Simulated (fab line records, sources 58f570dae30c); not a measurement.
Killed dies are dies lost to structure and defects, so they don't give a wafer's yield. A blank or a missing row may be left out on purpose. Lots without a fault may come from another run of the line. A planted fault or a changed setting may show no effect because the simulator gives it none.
Tool commonality check | flow berkeley_cmos170 | 14 lots, 42 wafers sampled

WHY IT WAS OPENED
At UCB170_PWELL_TW_MEAS_17 the reading PWELL_TW is flagged on 2 of 14 lots. Wafers without a fault read 379, standard deviation 3.4.
Rule: a lot is flagged when every wafer of it that has a number lies more than 4 standard deviations from that mean, or none has a number. The other lots count as sound.

lot  | measured    | on            | PWELL_TW, wafer by wafer | flag
L826 | day 2 19:37 | film_metro-02 | 378 376 377              |
L827 | day 3 01:23 | film_metro-01 | 379 378 377              |
L828 | day 3 12:34 | film_metro-02 | 379 378 379              |
L830 | day 3 18:19 | film_metro-02 | 378 378 378              |
L831 | day 4 01:37 | film_metro-02 | 377 376 376              |
L832 | day 4 09:12 | film_metro-02 | 375 378 375              |
L835 | day 4 22:11 | film_metro-04 | 386 384 385              |
L834 | day 4 22:27 | film_metro-04 | 385 384 388              |
L833 | day 4 22:32 | film_metro-04 | 384 386 385              |
L836 | day 5 05:35 | film_metro-01 | 377 378 375              |
L837 | day 5 15:28 | film_metro-04 | 383 381 383              |
L840 | day 5 20:39 | film_metro-01 | 376 377 376              |
L842 | day 6 04:12 | film_metro-01 | 316 314 316              | FLAGGED
L843 | day 6 14:46 | film_metro-01 | 316 313 314              | FLAGGED
The numbers of the flagged lots are 315 on average: -64 against the usual, or -19 standard deviations.

WHICH TOOL RAN EACH LOT
The record holds 1 process step before the reading, out of a route of 331 steps. In each cell: the tool, then ch and the chambers that the sampled wafers went through, then the start.
lot  | flag    | UCB170_PWELL_IMPLANT_15
L826 |         | implanter-02 ch 0, day 2 19:23
L827 |         | implanter-04 ch 0, day 3 01:10
L828 |         | implanter-03 ch 0, day 3 12:20
L830 |         | implanter-03 ch 0, day 3 18:04
L831 |         | implanter-04 ch 0, day 4 01:22
L832 |         | implanter-04 ch 0, day 4 08:56
L835 |         | implanter-03 ch 0, day 4 21:58
L834 |         | implanter-02 ch 0, day 4 22:12
L833 |         | implanter-04 ch 0, day 4 22:17
L836 |         | implanter-04 ch 0, day 5 05:20
L837 |         | implanter-04 ch 0, day 5 15:15
L840 |         | implanter-04 ch 0, day 5 20:24
L842 | FLAGGED | implanter-04 ch 0, day 6 03:57
L843 | FLAGGED | implanter-04 ch 0, day 6 14:31
What these steps do:
- UCB170_PWELL_IMPLANT_15
- UCB170_PWELL_TW_MEAS_17

FLAGGED OVER TOTAL, TOOL BY TOOL (the gauges that took the reading come last)
step                    | tool          | lots run | flagged | share of the flagged lots | sound lots run after its first flagged lot
UCB170_PWELL_IMPLANT_15 | implanter-02  | 2        | 0       | none                      | -
UCB170_PWELL_IMPLANT_15 | implanter-03  | 3        | 0       | none                      | -
UCB170_PWELL_IMPLANT_15 | implanter-04  | 9        | 2       | all                       | 0
UCB170_PWELL_TW_MEAS_17 | film_metro-01 | 5        | 2       | all                       | 0
UCB170_PWELL_TW_MEAS_17 | film_metro-02 | 5        | 0       | none                      | -
UCB170_PWELL_TW_MEAS_17 | film_metro-04 | 4        | 0       | none                      | -

WHAT THE TABLE ALLOWS
2 rows of the table ran every flagged lot: implanter-04 at UCB170_PWELL_IMPLANT_15, film_metro-01 at UCB170_PWELL_TW_MEAS_17.
- implanter-04 at UCB170_PWELL_IMPLANT_15: 2 of its 9 lots flagged. Its last sound lot is L840 (day 5 20:24), its first flagged lot L842 (day 6 03:57): a fault that began between those two fits. Its own readings lie more than 4 standard deviations out on every wafer of the flagged lots: dose_ions_cm2, faraday_current_uA.
- film_metro-01 at UCB170_PWELL_TW_MEAS_17: 2 of its 5 lots flagged. Its last sound lot is L840 (day 5 20:39), its first flagged lot L842 (day 6 04:12): a fault that began between those two fits.
Counting lots can't tell these 2 tools apart, because each fits a fault that began at some hour. More lots, or a look at what each step does to the wafer, might.

WHAT THE SIMULATOR HAD PUT IN
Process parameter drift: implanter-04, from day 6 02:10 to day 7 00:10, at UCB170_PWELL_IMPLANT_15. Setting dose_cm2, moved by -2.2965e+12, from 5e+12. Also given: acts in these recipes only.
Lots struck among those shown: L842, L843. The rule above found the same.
